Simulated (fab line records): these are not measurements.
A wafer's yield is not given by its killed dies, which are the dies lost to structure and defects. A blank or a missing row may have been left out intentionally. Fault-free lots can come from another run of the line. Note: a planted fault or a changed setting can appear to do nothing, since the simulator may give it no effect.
fab line records	flow rit-cmos
[record] lots = 11	wafers = 33	last-day = 6
route steps=202 shown ACTIVE@5 NSD@140 M1@193
lots untouched by any fault: they come from a run of this same line in which no faults occurred
start-h: hours from the record's first day to the start of the lot's first wafer shown	wait-h: time in hours since the lot's previous step	" the same as in the row above	L1.1+2: one row covering several wafers at once	- either no value or no given start	* or withheld: withheld	< > ~ a bound
route shown NAME@n: NAME is a module with steps in the file, n the number in the route of the first one	usual: average and standard deviation across the fault-free wafers	same: alike in all rows	chamber/n: place in a boat	sites: per-site readings	_std_site: their standard deviation	_edge_site: outer sites' mean less inner sites'	radius-mm: how far each site lies from the wafer's centre	mask NAME#n: copy n	behind: the most recent tool/chamber to have shaped the wafer	hold: reason for holding the lot/hours on hold/outcome of the hold	device: the n, p or np transistor that did not switch	end of line: the route-end tests of the same wafers	step lacking rows: just its recipe	killed: dies lost to structure and defects at the first sort, not the wafer's yield	map: shows each die of a wafer: x if killed, . if not, _ if none is there
set.NAME: the setting as run; set.NAME@STEP: as run at that earlier step	model.NAME: the simulator's own value behind a step, which no gauge read
the route's steps for a sample of lots (tables are steps, rows are wafers)
services: the hour from which a tool's chamber was out of use, counted from the record's first day as start-h (under 0 if before that day), plus the number of hours and why
[[steps]]
[step RIT_ACTIVE_THK_MEAS_04]
[recipe] reads = Si3N4_of_ACTIVE_CVD_03
[usual] ACTIVE_NITRIDE_THK = 150.3/1.1
lot.wafer	tool	chamber	start-h	wait-h	ACTIVE_NITRIDE_THK[nm]
L607.1	film-metro-02	-	15.68	0.0	150.5
L607.5	"	-	"	"	151.1
L607.6	"	-	"	"	150.4
L608.2	film-metro-01	-	20.17	0.0	151.4
L608.4	"	-	"	"	150.7
L608.6	"	-	"	"	150.4
L609.2	film-metro-01	-	24.47	0.0	149.9
L609.4	"	-	"	"	150.2
L609.6	"	-	"	"	148.8
L610.2	film-metro-01	-	29.56	0.0	150.0
L610.3	"	-	"	"	149.9
L610.4	"	-	"	"	149.9
L611.3	film-metro-02	-	35.67	0.0	150.2
L611.5	"	-	"	"	149.7
L611.6	"	-	"	"	151.2
L612.1	film-metro-02	-	38.53	0.0	150.6
L612.4	"	-	"	"	150.7
L612.5	"	-	"	"	150.8
L613.2	film-metro-02	-	45.45	0.0	150.6
L613.3	"	-	"	"	151.6
L613.5	"	-	"	"	152.4
L614.3	film-metro-04	-	49.33	0.0	151.0
L614.5	"	-	"	"	153.2
L614.6	"	-	"	"	151.3
L615.1	film-metro-01	-	56.22	0.0	149.6
L615.2	"	-	"	"	147.9
L615.3	"	-	"	"	150.4
L616.2	film-metro-01	-	61.78	0.0	149.7
L616.3	"	-	"	"	149.7
L616.6	"	-	"	"	148.6
L618.1	film-metro-02	-	72.12	0.0	149.0
L618.2	"	-	"	"	149.9
L618.6	"	-	"	"	150.2
[step RIT_NSD_STRIP_09]
[recipe] chemistry = O2	time-s = 180	resist = NOVOLAK	platen-temp-c = withheld	power-w = 500	pressure-mtorr = 4000	o2-flow-sccm = 4000
[usual] drypump-motor-current-A = 5.6/0.55	rf-refl-power-W = 7.2/1.5
lot.wafer	tool	chamber	start-h	wait-h	drypump-motor-current-A	rf-hours-counter-h	rf-refl-power-W
L607.1	plasma-asher-01	1	52.92	0.1	5.3	43	6.9
L607.5	"	1	"	"	5.3	-	6.8
L607.6	"	0	"	"	5.5	-	6.8
L608.2	plasma-asher-04	0	62.06	0.1	6.7	38	9.4
L608.4	"	0	"	"	6.8	-	9.8
L608.6	"	1	"	"	6.6	-	9.1
L609.2	plasma-asher-01	0	66.40	0.1	5.5	44	6.8
L609.4	"	0	"	"	5.5	-	6.8
L609.6	"	1	"	"	5.3	-	7.0
L610.2	plasma-asher-02	0	70.52	0.1	5.4	44	4.5
L610.3	"	1	"	"	5.2	-	8.7
L610.4	"	0	"	"	5.4	-	4.5
L611.3	plasma-asher-01	0	80.88	0.1	5.5	-	6.5
L611.5	"	1	"	"	5.3	-	7.1
L611.6	"	0	"	"	5.5	-	6.8
L612.1	plasma-asher-04	0	86.25	0.1	6.8	40	9.8
L612.4	"	0	"	"	6.7	-	9.3
L612.5	"	0	"	"	6.7	-	9.3
L613.2	plasma-asher-01	1	95.69	0.1	5.3	46	7.1
L613.3	"	0	"	"	5.5	-	6.6
L613.5	"	0	"	"	5.5	-	6.7
L614.3	plasma-asher-04	0	105.10	0.1	6.8	-	9.3
L614.5	"	1	"	"	6.6	-	9.1
L614.6	"	0	"	"	6.7	-	9.5
L615.1	plasma-asher-02	1	108.84	0.1	5.2	47	8.7
L615.2	"	0	"	"	5.4	47	4.4
L615.3	"	0	"	"	5.4	-	4.5
L616.2	plasma-asher-01	0	117.78	0.1	5.5	0	6.8
L616.3	"	1	"	"	5.3	-	6.8
L616.6	"	0	"	"	5.4	-	6.7
L618.1	plasma-asher-01	0	131.21	0.1	5.4	1	6.5
L618.2	"	1	"	"	5.3	1	6.8
L618.6	"	1	"	"	5.3	-	6.9
[step RIT_M1_CD_MEAS_09]
[recipe] target-cd-nm = 2600
[usual] cd-nm = 2600.2/2.6
lot.wafer	tool	chamber	start-h	wait-h	cd-nm
L607.1	cd-sem-02	-	59.88	-	2601.5
L607.5	"	-	"	"	2605.1
L607.6	"	-	"	"	2602.9
L608.2	cd-sem-01	-	68.88	-	2600.1
L608.4	"	-	"	"	2599.4
L608.6	"	-	"	"	2599.6
L609.2	cd-sem-01	-	73.23	-	2598.1
L609.4	"	-	"	"	2597.3
L609.6	"	-	"	"	2598.2
L610.2	cd-sem-02	-	77.20	-	2604.2
L610.3	"	-	"	"	2604.1
L610.4	"	-	"	"	2604.7
L611.3	cd-sem-01	-	87.71	-	2599.2
L611.5	"	-	"	"	2597.9
L611.6	"	-	"	"	2599.3
L612.1	cd-sem-01	-	93.18	-	2600.5
L612.4	"	-	"	"	2598.8
L612.5	"	-	"	"	2600.9
L613.2	cd-sem-02	-	102.97	-	2598.9
L613.3	"	-	"	"	2597.8
L613.5	"	-	"	"	2598.3
L614.3	cd-sem-02	-	112.01	-	2599.6
L614.5	"	-	"	"	2600.9
L614.6	"	-	"	"	2600.6
L615.1	cd-sem-01	-	116.13	-	2602.3
L615.2	"	-	"	"	2600.6
L615.3	"	-	"	"	2601.1
L616.2	cd-sem-02	-	124.69	-	2599.8
L616.3	"	-	"	"	2599.6
L616.6	"	-	"	"	2601.1
L618.1	cd-sem-02	-	139.84	-	2604.4
L618.2	"	-	"	"	2605.8
L618.6	"	-	"	"	2605.9
[step RIT_M1_ANNEAL_15]
[recipe] temp-c = 450	time-s = 1800	ambient = forming_gas_H2N2
[usual] spike-tc-centre-C = 453.4/1.1	spike-tc-load-C = 474.2/1.1	spike-tc-source-C = 466.2/1	tube-center-temp-C = 450/0.038	tube_center_temp_C_max = 451.15/0.19	zone-power-centre-pct = 16.79/0.18	zone-power-load-pct = 6.22/0.061	zone-power-source-pct = 6.33/0.062
lot.wafer	tool	chamber	start-h	wait-h	spike-tc-centre-C	spike-tc-load-C	spike-tc-source-C	tube-center-temp-C	tube_center_temp_C_max	zone-power-centre-pct	zone-power-load-pct	zone-power-source-pct
L607.1	furnace-02	0	60.92	0.1	451.9	473.6	465.7	450.06	451.10	16.38	6.16	6.39
L607.5	"	0	"	"	453.7	473.6	465.8	450	450.94	16.43	6.21	6.22
L607.6	"	0	"	"	452.8	473.6	467.1	450	451.07	16.81	6.22	6.32
L608.2	furnace-02	0	69.91	0.1	456.0	474.4	465.3	450.03	450.89	16.90	6.28	6.40
L608.4	"	0	"	"	451.8	474.5	467.7	449.94	451.11	16.55	6.27	6.28
L608.6	"	0	"	"	452.8	473.1	467.6	450.04	450.86	16.84	6.20	6.34
L609.2	furnace-02	0	74.27	0.1	453.4	475.4	467.3	449.95	451.02	16.33	6.21	6.43
L609.4	"	0	"	"	454.7	475.4	466.3	450.03	451.31	16.77	6.29	6.39
L609.6	"	0	"	"	454.8	475.2	466.4	450	451.13	16.78	6.32	6.30
L610.2	furnace-02	0	78.23	0.1	453.8	473.4	467.0	449.95	451.26	16.99	6.24	6.24
L610.3	"	0	"	"	454.5	474.3	465.1	450.02	451.23	16.74	6.25	6.38
L610.4	"	0	"	"	454.6	474.3	466.0	450	451.14	16.67	6.20	6.33
L611.3	furnace-02	0	88.71	0.1	451.5	474.3	467.3	450.01	451.16	16.98	6.33	6.42
L611.5	"	0	"	"	453.5	471.7	467.0	449.97	451.52	16.98	6.28	6.29
L611.6	"	0	"	"	452.1	475.1	463.8	450	450.95	16.61	6.25	6.27
L612.1	furnace-02	0	94.21	0.1	453.5	476.1	465.7	450.03	451.10	16.50	6.16	6.37
L612.4	"	0	"	"	454.6	473.5	466.0	450.04	451.26	16.93	6.18	6.28
L612.5	"	0	"	"	452.6	476.5	466.9	450	451.42	16.61	6.21	6.43
L613.2	furnace-02	0	103.99	0.1	455.6	476.8	465.4	450.05	451.45	16.90	6.27	6.27
L613.3	"	0	"	"	454.7	471.8	466.9	449.97	451.04	16.66	6.18	6.37
L613.5	"	0	"	"	453.6	474.7	466.5	449.95	450.97	17.01	6.22	6.34
L614.3	furnace-02	0	113.31	0.1	454.1	473.9	465.3	449.97	451.36	16.88	6.23	6.30
L614.5	"	0	"	"	453.2	474.2	466.6	450.04	451.13	17.11	6.18	6.36
L614.6	"	0	"	"	453.6	472.9	466.4	449.95	451.71	16.91	6.18	6.37
L615.1	furnace-02	0	117.17	0.1	450.8	472.5	466.0	449.99	451.06	16.84	6.23	6.32
L615.2	"	0	"	"	453.6	474.8	464.9	450.01	451.18	16.70	6.19	6.35
L615.3	"	0	"	"	453.9	475.6	467.0	449.98	450.93	16.97	6.19	6.29
L616.2	furnace-02	0	125.89	0.1	422.9	443.2	435.4	420.01	421.12	15.55	5.49	5.53
L616.3	"	0	"	"	423.3	442.9	436.3	420.06	421.38	15.49	5.53	5.56
L616.6	"	0	"	"	423.3	442.6	436.7	420.07	421.16	15.74	5.62	5.60
L618.1	furnace-02	0	142.29	1.3	421.4	442.6	434.2	419.95	420.81	15.60	5.58	5.68
L618.2	"	0	"	"	423.8	444.3	437.2	420.01	421.22	15.32	5.56	5.65
L618.6	"	0	"	"	423.1	444.1	436.6	420.02	421.36	15.72	5.54	5.52
[step RIT_M1_PROBE_99]
[usual] defect-limited-yield = 97.3/1.2	killed-at-contacts = 0.1/0.29	killed-at-front-end = 7/3.1	killed-dies = 7/3.1	killed-open = 3.4/1.9	killed-short = 3.6/2.1	sort_bin_3_pad_short = 0.1/0.21	sort_bin_5_function = 1.6/0.85	sort_bin_6_memory = 1.0/0.72	sort-n-pass = 257/3.2	sort-yield-pct = 97.3/1.2
[same] gross-dies = 264	killed_at_M0_to_M3 = 0	killed_at_M4_up = 0	killed-at-back-side = 0	killed-at-other = 0
lot.wafer	tool	chamber	start-h	wait-h	defect-limited-yield[%]	killed-at-contacts	killed-at-front-end	killed-dies	killed-open	killed-short	sort_bin_3_pad_short[%]	sort_bin_5_function[%]	sort_bin_6_memory[%]	sort-n-pass	sort-yield-pct[%]
L607.1	prober-01	-	62.54	0.1	95.8	0	11	11	6	5	0.4	2.7	1.1	253	95.8
L607.5	prober-01	-	62.74	0.2	95.8	0	11	11	6	5	0.8	2.7	0.8	253	95.8
L607.6	prober-01	-	62.79	0.2	97.3	0	7	7	1	6	0	1.9	0.8	257	97.3
L608.2	prober-02	-	71.58	0.1	97.3	0	7	7	2	5	0	1.9	0.8	257	97.3
L608.4	prober-02	-	71.68	0.2	98.9	0	3	3	3	0	0	0.8	0.4	261	98.9
L608.6	prober-02	-	71.78	0.2	97.0	0	8	8	5	3	0	3.0	0	256	97.0
L609.2	prober-01	-	75.94	0.1	98.1	0	5	5	2	3	0.4	1.5	0	259	98.1
L609.4	prober-01	-	76.04	0.2	96.6	0	9	9	3	6	0.4	1.5	1.5	255	96.6
L609.6	prober-01	-	76.14	0.2	97.0	0	8	8	1	7	0	2.7	0.4	256	97.0
L610.2	prober-02	-	79.90	0.1	96.2	0	10	10	5	5	0	1.5	2.3	254	96.2
L610.3	prober-02	-	79.95	0.2	97.3	0	7	7	2	5	0	0.4	2.3	257	97.3
L610.4	prober-02	-	80.00	0.2	97.0	0	8	8	4	4	0.4	1.9	0.8	256	97.0
L611.3	prober-01	-	90.43	0.2	95.5	0	12	12	6	6	0.4	3.0	1.1	252	95.5
L611.5	prober-01	-	90.53	0.2	97.7	0	6	6	2	4	0	1.1	1.1	258	97.7
L611.6	prober-01	-	90.58	0.2	98.1	0	5	5	2	3	0	1.9	0	259	98.1
L612.1	prober-02	-	95.83	0.1	97.3	0	7	7	4	3	0	0.8	1.9	257	97.3
L612.4	prober-02	-	95.98	0.2	96.2	0	10	10	8	2	0	1.9	1.9	254	96.2
L612.5	prober-02	-	96.03	0.2	96.6	0	9	9	4	5	0.8	1.1	1.5	255	96.6
L613.2	prober-01	-	105.66	0.1	96.6	0	9	9	1	8	0.4	2.7	0.4	255	96.6
L613.3	prober-01	-	105.71	0.2	95.1	0	13	13	7	6	0	3.0	1.9	251	95.1
L613.5	prober-01	-	105.81	0.2	98.9	0	3	3	2	1	0	1.1	0	261	98.9
L614.3	prober-02	-	115.03	0.2	97.0	0	8	8	3	5	0	1.5	1.5	256	97.0
L614.5	prober-02	-	115.13	0.2	97.7	0	6	6	5	1	0	1.5	0.8	258	97.7
L614.6	prober-02	-	115.18	0.2	98.1	0	5	5	3	2	0	0.8	1.1	259	98.1
L615.1	prober-01	-	118.79	0.1	98.5	0	4	4	2	2	0	1.5	0	260	98.5
L615.2	prober-01	-	118.84	0.1	97.3	0	7	7	2	5	0	1.1	1.5	257	97.3
L615.3	prober-01	-	118.89	0.2	96.6	0	9	9	4	5	0	2.7	0.8	255	96.6
L616.2	prober-02	-	127.56	0.1	98.1	0	5	5	1	4	0	1.1	0.8	259	98.1
L616.3	prober-02	-	127.61	0.2	98.5	0	4	4	2	2	0.4	1.1	0	260	98.5
L616.6	prober-02	-	127.76	0.2	97.7	0	6	6	6	0	0	1.1	1.1	258	97.7
L618.1	prober-01	-	143.91	0.1	98.9	1	2	3	2	1	0	0.8	0.4	261	98.9
L618.2	prober-01	-	143.96	0.1	95.8	0	11	11	7	4	0	3.4	0.8	253	95.8
L618.6	prober-01	-	144.16	0.2	93.9	1	15	16	5	11	0.8	2.7	2.7	248	93.9
// killed by level:class
L607.1 GATE:geometric-particle:short=5 GATE:geometric-particle:open=3 FOX2:geometric-particle:open=2 FOX1:geometric-particle:open=1
L607.5 FOX1:geometric-particle:short=2 GATE:geometric-particle:short=2 GATE:geometric-particle:open=2 REOX:geometric-particle:open=2 FOX1:geometric-particle:open=1 SPACER:geometric-particle:open=1 SPACER:geometric-particle:short=1
L607.6 GATE:geometric-particle:short=3 REOX:geometric-particle:short=2 FOX2:geometric-particle:short=1 GATE:geometric-particle:open=1
L608.2 GATE:geometric-particle:open=2 GATE:geometric-particle:short=2 FOX2:geometric-particle:short=1 SPACER:geometric-particle:short=1 SILICIDE:geometric-particle:short=1
L608.4 GATE:geometric-particle:open=2 SILICIDE:geometric-particle:open=1
L608.6 SILICIDE:geometric-particle:open=3 SILICIDE:geometric-particle:short=2 GATE:geometric-particle:open=1 REOX:geometric-particle:open=1 SPACER:geometric-particle:short=1
L609.2 SPACER:geometric-particle:open=2 ACTIVE:geometric-particle:short=1 REOX:geometric-particle:short=1 SPACER:geometric-particle:short=1
L609.4 FOX1:geometric-particle:open=3 FOX1:geometric-particle:short=2 FOX2:geometric-particle:short=1 GATE:geometric-particle:short=1 REOX:geometric-particle:short=1 SPACER:geometric-particle:short=1
L609.6 GATE:geometric-particle:short=2 REOX:geometric-particle:short=2 FOX2:geometric-particle:short=1 GATE:geometric-particle:open=1 SPACER:geometric-particle:short=1 SILICIDE:geometric-particle:short=1
L610.2 GATE:geometric-particle:short=4 GATE:geometric-particle:open=2 FOX1:geometric-particle:short=1 REOX:geometric-particle:open=1 SPACER:geometric-particle:open=1 SILICIDE:geometric-particle:open=1
L610.3 REOX:geometric-particle:short=3 GATE:geometric-particle:short=1 SPACER:geometric-particle:open=1 SILICIDE:geometric-particle:open=1 SILICIDE:geometric-particle:short=1
L610.4 GATE:geometric-particle:short=3 GATE:geometric-particle:open=3 REOX:geometric-particle:short=1 SILICIDE:geometric-particle:open=1
L611.3 GATE:geometric-particle:short=3 GATE:geometric-particle:open=2 SILICIDE:geometric-particle:short=2 SILICIDE:geometric-particle:open=2 FOX1:geometric-particle:open=1 FOX1:geometric-particle:short=1 REOX:geometric-particle:open=1
L611.5 REOX:geometric-particle:short=2 FOX1:geometric-particle:short=1 FOX1:geometric-particle:open=1 REOX:geometric-particle:open=1 SILICIDE:geometric-particle:short=1
L611.6 GATE:geometric-particle:short=2 FOX1:geometric-particle:open=1 FOX1:geometric-particle:short=1 SILICIDE:geometric-particle:open=1
L612.1 GATE:geometric-particle:open=2 FOX1:geometric-particle:open=1 FOX2:geometric-particle:short=1 FOX2:geometric-particle:open=1 GATE:geometric-particle:short=1 SPACER:geometric-particle:short=1
L612.4 GATE:geometric-particle:open=3 FOX2:geometric-particle:open=2 FOX1:geometric-particle:open=1 FOX2:geometric-particle:short=1 GATE:geometric-particle:short=1 REOX:geometric-particle:open=1 SPACER:geometric-particle:open=1
L612.5 FOX2:geometric-particle:short=2 GATE:geometric-particle:short=2 GATE:geometric-particle:open=2 FOX1:geometric-particle:open=1 FOX1:geometric-particle:short=1 SILICIDE:geometric-particle:open=1
L613.2 GATE:geometric-particle:short=7 FOX2:geometric-particle:short=1 GATE:geometric-particle:open=1
L613.3 GATE:geometric-particle:short=3 GATE:geometric-particle:open=3 SILICIDE:geometric-particle:open=2 FOX1:geometric-particle:short=1 REOX:geometric-particle:short=1 REOX:geometric-particle:open=1 SPACER:geometric-particle:open=1 SILICIDE:geometric-particle:short=1
L613.5 GATE:geometric-particle:open=1 REOX:geometric-particle:short=1 SILICIDE:geometric-particle:open=1
L614.3 GATE:geometric-particle:short=2 FOX1:geometric-particle:short=1 FOX2:geometric-particle:open=1 FOX2:geometric-particle:short=1 GATE:geometric-particle:open=1 SILICIDE:geometric-particle:open=1 SILICIDE:geometric-particle:short=1
L614.5 FOX1:geometric-particle:open=3 FOX2:geometric-particle:open=1 GATE:geometric-particle:open=1 REOX:geometric-particle:short=1
L614.6 GATE:geometric-particle:open=3 FOX1:geometric-particle:short=1 FOX2:geometric-particle:short=1
L615.1 GATE:geometric-particle:open=1 GATE:geometric-particle:short=1 REOX:geometric-particle:open=1 SILICIDE:geometric-particle:short=1
L615.2 GATE:geometric-particle:short=2 GATE:geometric-particle:open=2 FOX2:geometric-particle:short=1 REOX:geometric-particle:short=1 SPACER:geometric-particle:short=1
L615.3 REOX:geometric-particle:short=3 FOX2:geometric-particle:open=2 FOX1:geometric-particle:short=1 GATE:geometric-particle:open=1 GATE:geometric-particle:short=1 REOX:geometric-particle:open=1
L616.2 FOX1:geometric-particle:short=1 GATE:geometric-particle:short=1 SPACER:geometric-particle:short=1 SILICIDE:geometric-particle:short=1 SILICIDE:geometric-particle:open=1
L616.3 GATE:geometric-particle:open=2 REOX:geometric-particle:short=1 SPACER:geometric-particle:short=1
L616.6 REOX:geometric-particle:open=2 SILICIDE:geometric-particle:open=2 FOX1:geometric-particle:open=1 FOX2:geometric-particle:open=1
L618.1 REOX:geometric-particle:open=1 SILICIDE:geometric-particle:short=1 CONTACT:geometric-particle:open=1
L618.2 REOX:geometric-particle:open=3 GATE:geometric-particle:open=2 SILICIDE:geometric-particle:short=2 FOX2:geometric-particle:open=1 GATE:geometric-particle:short=1 REOX:geometric-particle:short=1 SILICIDE:geometric-particle:open=1
L618.6 FOX2:geometric-particle:short=5 REOX:geometric-particle:short=2 FOX1:geometric-particle:short=1 FOX2:geometric-particle:open=1 GATE:geometric-particle:open=1 GATE:geometric-particle:short=1 REOX:geometric-particle:open=1 SPACER:geometric-particle:open=1
[[services]]
tool	chamber	start-h	hours	kind
plasma-asher-01	-	108.75	9.0	pm
plasma-asher-01	0	108.75	9.0	vent-cycle
plasma-asher-01	1	108.75	9.0	vent-cycle
plasma-asher-01	0	117.75	-	clean
plasma-asher-01	1	117.75	-	clean
plasma-asher-04	-	121.84	3.7	pm
[[key]]
[first-sign] step = RIT_M1_ANNEAL_15	reading = tube-center-temp-C	direction = down	sigmas = 99+	usual = *	struck = *
[effect] step = RIT_M1_ANNEAL_15	reading = tube_center_temp_C_max	direction = down	sigmas = 99+	usual = *	struck = *
met-at RIT_M1_ANNEAL_15
struck-lots L616,L618
not-acting-at RIT_ACTIVE_THK_MEAS_04,RIT_NSD_STRIP_09,RIT_M1_CD_MEAS_09
onset-between 117.17 125.89
[fault] kind = process-parameter-drift	tool = furnace-02	chamber = -	onset-h = 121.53	steps = RIT_M1_ANNEAL_15	channel = temp-c	offset = *	shape = step	stated = *
